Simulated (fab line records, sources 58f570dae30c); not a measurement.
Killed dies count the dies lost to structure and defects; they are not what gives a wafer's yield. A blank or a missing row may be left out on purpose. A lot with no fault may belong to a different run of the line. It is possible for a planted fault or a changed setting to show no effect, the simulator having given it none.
Commonality check across tools    flow berkeley cmos170    14 lots and 42 wafers in the sample

THE REASON FOR OPENING IT
At UCB170_ACTIVE_THK_MEAS_06 the reading ACTIVE_NITRIDE_THK is flagged on 2 of 14 lots. No-fault wafers: 220.3 nm, standard deviation 1.7.
Rule: a lot is flagged in two cases, either no wafer of it has a number, or all its wafers with numbers fall more than 4 standard deviations from that mean. The other lots count as sound.

lot   measured     on             ACTIVE_NITRIDE_THK (nm), wafer by wafer  flag
L274  day 4 12:25  film metro-03  220.2 222.7 220.7                        
L275  day 4 20:00  film metro-03  217.6 217.4 218.5                        
L276  day 4 20:01  film metro-04  221.6 221.3 223.2                        
L277  day 4 20:03  film metro-02  222.1 223.8 222.2                        
L279  day 5 10:37  film metro-03  222.6 220.9 221.4                        
L278  day 5 10:38  film metro-02  218.8 221.1 220.5                        
L280  day 5 16:23  film metro-03  217.6 217.3 218.2                        
L282  day 6 01:49  film metro-04  219.5 218.3 219.1                        
L285  day 6 18:03  film metro-03  221.5 220.9 221.2                        
L287  day 6 22:35  film metro-04  221.6 220.7 223.3                        
L288  day 6 22:35  film metro-02  222.0 221.2 222.3                        
L290  day 7 09:25  film metro-04  348.7 350.6 349.3                        FLAGGED
L289  day 7 09:26  film metro-03  349.0 349.4 347.7                        FLAGGED
L292  day 7 22:58  film metro-03  218.7 222.3 221.1                        
The mean of the flagged lots' numbers is 349.1 nm, +128.8 nm from the usual (+76 standard deviations).

LOT BY LOT: THE TOOL USED
The record keeps 1 process step preceding the reading, out of 331 steps on the route. Every cell lists first the tool, next ch and the chambers used by the sampled wafers, and last the start.
lot   flag     UCB170_ACTIVE_CVD_05
L274           lpcvd-02 ch 0, day 4 09:32
L275           lpcvd-01 ch 0, day 4 18:04
L276           lpcvd-01 ch 1, day 4 18:04
L277           lpcvd-01 ch 0, day 4 18:04
L279           lpcvd-02 ch 0, day 5 08:41
L278           lpcvd-02 ch 0, day 5 08:41
L280           lpcvd-02 ch 1, day 5 14:28
L282           lpcvd-02 ch 1, day 5 23:55
L285           lpcvd-01 ch 0, day 6 16:07
L287           lpcvd-01 ch 1, day 6 20:40
L288           lpcvd-01 ch 0, day 6 20:40
L290  FLAGGED  lpcvd-01 ch 0, day 7 07:30
L289  FLAGGED  lpcvd-01 ch 1, day 7 07:30
L292           lpcvd-02 ch 1, day 7 21:01
What is done by these steps:
- UCB170_ACTIVE_CVD_05: deposits Si3N4 from SiH2Cl2/NH3, target thk 220 nm, time 3300 s.
- UCB170_ACTIVE_THK_MEAS_06

FLAGGED AGAINST TOTAL, ONE TOOL AT A TIME (gauges that did the reading follow at the end)
step                       tool           lots run  flagged  share of the flagged lots  sound lots run after its first flagged lot
UCB170_ACTIVE_CVD_05       lpcvd-01       8         2        all                        0
UCB170_ACTIVE_CVD_05       lpcvd-02       6         0        none                       -
UCB170_ACTIVE_THK_MEAS_06  film metro-02  3         0        none                       -
UCB170_ACTIVE_THK_MEAS_06  film metro-03  7         1        some                       1 (L292)
UCB170_ACTIVE_THK_MEAS_06  film metro-04  4         1        some                       0

WHAT IS ALLOWED BY THE TABLE
All flagged lots share 1 row of the table, namely lpcvd-01 at UCB170_ACTIVE_CVD_05.
- lpcvd-01 at UCB170_ACTIVE_CVD_05: 2 of its 8 lots flagged. It ran its last sound lot, L287, at day 6 20:40 and its first flagged lot, L289, at day 7 07:30: a fault with its onset between the two fits.
Left over: one tool, lpcvd-01 at UCB170_ACTIVE_CVD_05.

WHAT THE SIMULATOR PUT IN
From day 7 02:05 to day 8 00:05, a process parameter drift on lpcvd-01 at UCB170_ACTIVE_CVD_05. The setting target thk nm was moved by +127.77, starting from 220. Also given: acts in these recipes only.
Lots struck among those shown: L290, L289. The rule above found the same.
